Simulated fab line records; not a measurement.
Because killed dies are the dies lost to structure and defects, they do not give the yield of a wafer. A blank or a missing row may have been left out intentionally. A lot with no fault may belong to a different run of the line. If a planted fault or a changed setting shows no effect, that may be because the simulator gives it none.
Lot-split experiment -- flow rit cmos -- route with 202 steps; 5 lots, 23 wafers read

== THE SPLIT ITSELF ==
At RIT_SILICIDE_SPUTTER_01 (material Ti, target thk 30 nm, time 240 s), the setting power w was moved away from the recipe's 350 W on 7 of the 23 wafers read, by -7.5% to +4.8%. For the rest of the wafers, this setting stayed at what the recipe calls for.

== BETWEEN THE SPLIT AND THE READING: the file shows 1 step in between ==
- RIT_SILICIDE_RS_MEAS_02: measures by four-point-probe

== THE READING ==
SILICIDE_TI_THK, in nm, at RIT_SILICIDE_THK_MEAS_03 (measures by xrf). Typical for fault-free wafers on this fab line: 29.5 nm, with standard deviation 0.45 nm.

wafer,"tool, chamber at the split","power w as run, W",against the recipe,"SILICIDE_TI_THK, nm",against lot-mates on the recipe
L076.1,"pvd sputter-02, -",323.7,-7.5%,27.4,-2.7
L076.2,"pvd sputter-02, -",323.7,-7.5%,27.7,-2.4
L076.3,"pvd sputter-02, -",350,recipe,30.2,-
L076.4,"pvd sputter-02, -",350,recipe,30.6,-
L076.6,"pvd sputter-02, -",350,recipe,29.6,-
L077.1,"pvd sputter-01, -",350,recipe,29.5,-
L077.3,"pvd sputter-01, -",366.9,+4.8%,30.5,+0.7
L077.4,"pvd sputter-01, -",350,recipe,29.8,-
L077.5,"pvd sputter-01, -",350,recipe,30.1,-
L077.6,"pvd sputter-01, -",366.9,+4.8%,31.1,+1.3
L079.2,"pvd sputter-01, -",350,recipe,29.5,-
L079.3,"pvd sputter-01, -",328.8,-6.1%,27.8,-1.8
L079.4,"pvd sputter-01, -",328.8,-6.1%,27.4,-2.2
L079.5,"pvd sputter-01, -",350,recipe,29.8,-
L079.6,"pvd sputter-01, -",328.8,-6.1%,27.2,-2.4
L081.2,"pvd sputter-02, -",350,recipe,28.8,-
L081.3,"pvd sputter-02, -",350,recipe,29.9,-
L081.4,"pvd sputter-02, -",350,recipe,29.6,-
L081.5,"pvd sputter-02, -",350,recipe,29.9,-
L081.6,"pvd sputter-02, -",350,recipe,29.6,-
L084.1,"pvd sputter-04, -",350,recipe,29.3,-
L084.3,"pvd sputter-04, -",350,recipe,29.8,-
L084.5,"pvd sputter-04, -",350,recipe,29.4,-

THE FIT
A straight line over all 23 wafers: SILICIDE_TI_THK changes by +0.304 nm for each +1% of power w; r = +0.93; the points scatter about the line by 0.41 nm.
The same after taking each lot's own level away (the mean of its wafers on the recipe; 23 wafers): +0.319 nm for each +1%; r = +0.95; scatter 0.36 nm.
That fit puts the effect of the largest move of power w on the reading at 2.4 nm.
The span of the lots' own levels, 29.50 to 30.13 nm, comes to 1.4 times the standard deviation stated above.
Consequently the slope shifts little with the lot-to-lot level, the two slopes agreeing.
Check: for one of the wafers moved furthest among these (-7.5%), held out of the fit, the line's prediction against its lot-mates is -2.42 nm. Against them it came out at -2.73 nm.

== OTHER SPLITS ON THESE WAFERS ==
Before the reading, these wafers also passed through other splits. Each is held against what the fit with the lots' levels taken away leaves over:
other split on the same wafers,wafers away from the commonest value,r with SILICIDE_TI_THK (lot level and that fit taken away)
RIT_NWELL_IMPLANT_08 energy kev,7,+0.39
RIT_NRETRO_COAT_01 resist thk nm,9,+0.37
RIT_NRETRO_IMPLANT_08 energy kev,7,-0.18
RIT_PRETRO_IMPLANT_08 energy kev,7,-0.14
RIT_GATE_OXIDATION_05 temp c,15,-0.10
RIT_PLDD_COAT_01 spin rpm,9,+0.36
RIT_NSD_IMPLANT_08 dose cm2,9,-0.08
RIT_PSD_IMPLANT_08 energy kev,5,+0.14

== THE WHOLE CHAIN: every reading that the file lists as answering this split, in the file's order ==
step,what it does,reading,change (the file's fit),r (the file's)
RIT_SILICIDE_SPUTTER_01,"material Ti, target thk 30 nm, time 240 s","Ti_of_SILICIDE_SPUTTER_01.thk nm (the simulator's own value, which no gauge read)",+0.332 nm for each +1% of the setting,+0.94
RIT_SILICIDE_RS_MEAS_02,measures by four-point-probe,SILICIDE_TI_RS,-0.702 for each +1% of the setting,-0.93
RIT_SILICIDE_THK_MEAS_03,measures by xrf,SILICIDE_TI_THK,+0.319 for each +1% of the setting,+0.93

== THE FILE'S OWN FIT ==
SILICIDE_TI_THK changes by +0.319 nm for each +1% of power w, r = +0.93.
